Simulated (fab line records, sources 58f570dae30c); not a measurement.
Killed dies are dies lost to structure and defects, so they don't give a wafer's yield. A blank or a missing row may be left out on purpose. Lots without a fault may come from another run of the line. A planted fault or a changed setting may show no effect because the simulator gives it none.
Problem report in the 8D (eight disciplines) form, filled by code | flow berkeley_cmos170 | the parts of the form that need people (team, actions taken, sign-off) are left out

1. THE PROBLEM
NLDD_TW at UCB170_NLDD_TW_MEAS_11 reads a mean of 29 on 6 wafers of 2 lots; wafers without a fault read 2191 with a standard deviation of 16. That is -99 or more standard deviations from the usual mean.
First seen on wafer L673.1, day 12 11:56, on film_metro-03. The record holds 42 wafers of 14 lots with a number at this step. Rule for "out", or "out of limits": more than 4 standard deviations from the usual mean. The other wafers with a number count as sound.

2. WHAT IT IS AND WHAT IT IS NOT
question                    | is                     | is not
which readings at this step | NLDD_TW                | -
which lots                  | L672, L673             | L650, L651, L652, L653, L654, L655, L656, L658, L660, L661, L664, L665
which wafers of those lots  | all that have a number | -
read on which gauges        | film_metro-03          | film_metro-01, film_metro-02
when                        | from day 12 11:56      | up to then (36 sound wafers)

3. SUSPECTS, AND WHAT RULES EACH OUT
Counting: a tool at a process step up to the reading stays a suspect if it ran every lot that is out and no sound lot after the first of them.
- the gauge at UCB170_NLDD_TW_MEAS_11: ruled out. All the wafers that are out were read on film_metro-03, but those of them that UCB170_NLDD_STRIP_10 has rows for are out there too, on other tools.
- plasma_asher-04 at UCB170_PLDD_STRIP_10 (strips in O2): kept. It ran every lot that is out, first L673 (day 12 09:41), and no sound lot after that; its last sound lot up to then is L665 (day 10 20:56).
Left after counting: plasma_asher-04 at UCB170_PLDD_STRIP_10.

4. THE CAUSE (what the simulator had put in)
Skipped step whole: plasma_asher-04, from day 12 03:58 on, at UCB170_PLDD_STRIP_10. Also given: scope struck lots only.
Counting left only this tool.

5. THE CHAIN OF EFFECTS, in route order
Each row: a reading whose mean over the struck wafers that have a number lies more than 3 standard deviations from the usual. Only readings for which the record gives a usual standard deviation are gone through. hours: the time from each lot's start at the first step in this table that gives one to its start at this step, as a median over the lots. sigmas: the change in usual standard deviations.
hours | step                   | reading                  | usual   | on struck wafers | change | sigmas
0     | UCB170_NLDD_STRIP_10   | strip_time_to_endpoint_s | 21.62 s | 47.84            | +26.22 | +99 or more
0     | UCB170_NLDD_TW_MEAS_11 | NLDD_TW                  | 2191    | 29               | -2162  | -99 or more
The process steps in it:
- UCB170_NLDD_STRIP_10: strips in O2.
Readings that are blank on the struck wafers while sound wafers have them: chamber_pressure_mTorr at UCB170_PLDD_STRIP_10; drypump_motor_current_A at UCB170_PLDD_STRIP_10; oes_product_au at UCB170_PLDD_STRIP_10; strip_time_to_endpoint_s at UCB170_PLDD_STRIP_10.
Later measuring or inspecting steps at which every struck wafer that the step has a row for has a number for every such reading, and none has moved that far: UCB170_V1_CD_MEAS_12.

6. WHAT WOULD HAVE CAUGHT IT SOONER
In this record the first reading out of limits at a measuring or inspecting step was taken at day 12 11:56, 8 hours after the fault began at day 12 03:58.
At UCB170_PLDD_STRIP_10 the tool's readings are blank on the struck wafers, where sound wafers have them: an empty tool record is the first sign, and it was there at once.
All the lots that are out (2) had begun UCB170_PLDD_STRIP_10 on plasma_asher-04 by day 12 11:56. A hold on the tool at that time would have spared none of them.
